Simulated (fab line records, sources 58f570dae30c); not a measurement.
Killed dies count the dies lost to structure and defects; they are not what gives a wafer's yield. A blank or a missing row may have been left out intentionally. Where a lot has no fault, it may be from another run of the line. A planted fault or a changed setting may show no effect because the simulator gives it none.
A struck lot beside a sound one / flow berkeley_cmos170 / 22 steps out of a route of 331
Sound: wafers L392.1, L392.5, L392.6. Struck: wafers L396.1, L396.2, L396.6. The cause comes at the end.
Order at every step that has rows: each side's tool, ch and its chambers, its first start. Under that, the readings that differ: sound wafers / struck wafers / difference of the means / sigmas: that difference in standard deviations of wafers without a fault.
alike: a reading whose means differ by less than 2 such deviations, as well as words and numbers matching on both sides. not compared: withheld readings; readings where some wafer has no value; bounds like >300 that might hide an equal value; numbers whose values overlap and for which the record gives no deviation.
The two part at a step that has a row with sigmas, a row that says differs or no value, or rows on one side only. Numbers that have no deviation but don't overlap get no sigmas and don't part them. A reading missing from all wafers of one side parts the sides only when that side holds two or more wafers.

first, 5 steps without rows for these wafers: UCB170_ACTIVE_COAT_08 (resist thk 885.7 nm); UCB170_ACTIVE_SOFTBAKE_09 (time 60 s); UCB170_ACTIVE_EXPOSE_10 (exposes mask ACTIVE, target cd 1200 nm); UCB170_ACTIVE_PEB_11; UCB170_ACTIVE_DEVELOP_12 (develop time 45 s).
UCB170_ACTIVE_CD_MEAS_13 targets a cd of 1200 nm.
  struck on cd_sem-02, day 5 20:09; sound on cd_sem-02, day 5 09:12
  alike: cd_nm
UCB170_ACTIVE_OVL_MEAS_14:
  struck on overlay-02, day 5 20:16; sound on overlay-02, day 5 09:19
  alike: ACTIVE_OVL
UCB170_ACTIVE_ETCH_15: etches Si3N4 in CH3F/Ar/O2, stops on SiO2, target depth 242 nm, time 151 s.
  sound on rie_diel-03 ch 0,1, day 5 09:22; struck on rie_diel-01 ch 0,2,3, day 5 20:18
  alike: drypump_motor_current_A, oes_product_au, rf_fwd_power_W, throttle_valve_pct
  not compared: rf_hours_counter_h
UCB170_ACTIVE_STRIP_16: strips in O2.
  sound on plasma_asher-04 ch 0,1, day 5 09:28; struck on plasma_asher-04 ch 0,1, day 5 20:24
reading=strip_time_to_endpoint_s (s); sound=17.72 17.68 17.58; struck=17.83 17.82 17.82; difference=+0.16; sigmas=+2
  alike: drypump_motor_current_A, oes_product_au
  not compared: rf_hours_counter_h
UCB170_ACTIVE_CD_MEAS_90 targets a cd of 1200 nm.
  struck on cd_sem-02, day 5 20:30; sound on cd_sem-02, day 5 09:38
  alike: cd_nm
then, 2 steps without rows for these wafers: UCB170_ACTIVE_CLEAN_17 (cleans in SPM, time 600 s); UCB170_PFIELD_HMDS_00 (prime time 60 s).
UCB170_PFIELD_COAT_01: resist thk 900 nm.
  sound on litho_track-03 ch 0, day 5 10:06; struck on litho_track-03 ch 0, day 5 23:24
reading=model.KrF_of_PFIELD_COAT_01.thk_nm (nm); sound=896.2 897.6 899.9; struck=918.2 921.4 920.5; difference=+22.1; sigmas=
then, 3 steps without rows for these wafers: UCB170_PFIELD_SOFTBAKE_02 (time 60 s); UCB170_PFIELD_EXPOSE_03 (exposes mask PFIELD, target cd 1500 nm); UCB170_PFIELD_PEB_04.
UCB170_PFIELD_DEVELOP_05: develop time 45 s.
  sound on litho_track-03 ch 0; struck on litho_track-01 ch 0
reading=model.KrF_of_PFIELD_COAT_01.thk_nm (nm); sound=882 883.4 885.7; struck=904 907.2 906.3; difference=+22; sigmas=
UCB170_PFIELD_OVL_MEAS_06:
  struck on overlay-02, day 6 03:17; sound on overlay-01, day 5 11:08
reading=PFIELD_OVL (nm); sound=9 3 8; struck=-12 -5 -5; difference=-14; sigmas=-2
following that, these wafers have no rows for 1 step: UCB170_PFIELD_IMPLANT_07.
UCB170_PFIELD_STRIP_08: strips in O2.
  sound on plasma_asher-03 ch 0,1, day 5 11:19; struck on plasma_asher-03 ch 0,1, day 6 03:28
reading=strip_time_to_endpoint_s (s); sound=21.54 21.58 21.62; struck=22.06 22.14 22.13; difference=+0.53; sigmas=+8
  alike: drypump_motor_current_A, oes_product_au
  not compared: rf_hours_counter_h
UCB170_PFIELD_TW_MEAS_09:
  struck on film_metro-04, day 6 03:34; sound on film_metro-03, day 5 11:25
  alike: PFIELD_TW
following that, these wafers have no rows for 1 step: UCB170_M3_PROBE_99.

== WHERE THEY PART ==
Earliest at UCB170_ACTIVE_STRIP_16; latest, in this record, at UCB170_PFIELD_STRIP_08. Later steps at which nothing parts them and some readings are alike: UCB170_PFIELD_TW_MEAS_09.

WHY: what had been put in by the simulator
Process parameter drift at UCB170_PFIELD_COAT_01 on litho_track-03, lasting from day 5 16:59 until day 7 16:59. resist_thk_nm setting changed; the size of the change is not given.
